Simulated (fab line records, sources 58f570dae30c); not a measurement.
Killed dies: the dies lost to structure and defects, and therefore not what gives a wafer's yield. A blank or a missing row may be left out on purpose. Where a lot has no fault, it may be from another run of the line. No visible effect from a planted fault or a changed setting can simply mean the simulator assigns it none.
Problem report in the 8D (eight disciplines) form, filled by code -- flow berkeley cmos170 -- the parts of the form that need people (team, actions taken, sign-off) are left out

## 1. THE PROBLEM
Wafers free of any fault read 214.2 nm (standard deviation 2) for GATE_POLY_THK at UCB170_GATE_THK_MEAS_05, against a mean of 359.1 nm on 9 wafers of 3 lots. Relative to the usual mean, that is a shift of +72 standard deviations.
The first sign was on wafer L942.1 at day 9 10:20, on film metro-04. The record holds 45 wafers of 15 lots with a number at this step. Rule for "out" (also "out of limits"): further than 4 standard deviations from the usual mean. All remaining wafers that have a number are taken as sound.

## 2. WHAT THIS IS AND IS NOT
question,is,is not
which readings at this step,GATE_POLY_THK,-
which lots,"L941, L942, L943","L927, L928, L929, L930, L931, L933, L934, L935, L936, L946, L947, L948"
which wafers of those lots,all that have a number,-
read on which gauges,"film metro-02, film metro-03, film metro-04",-
when,from day 9 10:20,"up to then (27 sound wafers); but 9 sound wafers of L946, L947, L948 came after"

## 3. WHAT RULES OUT EACH SUSPECT
Counting: a tool at a process step up to the reading stays a suspect if it ran every lot that is out and no sound lot after the first of them.
- ruled out: the gauge at UCB170_GATE_THK_MEAS_05. The wafers that are out were read on 3 gauges (film metro-02, film metro-03, film metro-04).
- lpcvd-02 at UCB170_GATE_CVD_04 (deposits poly-Si from SiH4, time 1440 s, target thk 214 nm): kept. It ran every lot that is out, first L941 (day 9 08:56), and no sound lot after that; its last sound lot up to then is L930 (day 7 02:16).
Remaining after the count: lpcvd-02 at UCB170_GATE_CVD_04.

## 4. THE CAUSE (what the simulator had put in)
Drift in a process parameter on lpcvd-02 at UCB170_GATE_CVD_04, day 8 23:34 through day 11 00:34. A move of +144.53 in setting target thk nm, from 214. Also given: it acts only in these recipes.
The count eliminated every tool but this one.

## 5. SEQUENCE OF EFFECTS, ordered by route
One row per reading whose mean, taken over the struck wafers that have a number, lies over 3 standard deviations from the usual. Only readings for which the record gives a usual standard deviation are gone through. hours: the time from each lot's start at the first step in this table that gives one to its start at this step, as a median over the lots. sigmas: the change in usual standard deviations.
hours,step,reading,usual,on struck wafers,change,sigmas
0,UCB170_GATE_THK_MEAS_05,GATE_POLY_THK,214.2 nm,359.1,+144.9,+72
2,UCB170_GATE_ETCH_15,oes product au,0.828 a.u.,0.992,+0.164,+10
Its process steps:
- UCB170_GATE_ETCH_15: etches poly-Si in HBr/Cl2, stops on SiO2, time 56.3 s, target depth 278.2 nm.

## 6. HOW IT WOULD HAVE BEEN CAUGHT EARLIER
Counted from the fault's start at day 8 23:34, it took 11 hours until the first out-of-limits reading at a measuring or inspecting step in this record, taken at day 9 10:20.
No tool reading at UCB170_GATE_CVD_04 that has a usual standard deviation in the record was out on any struck wafer, so an alarm limit of 4 standard deviations on those readings would not have fired.
All the lots that are out (3) had begun UCB170_GATE_CVD_04 on lpcvd-02 by day 9 10:20. Holding the tool at that point would not have protected any of them.
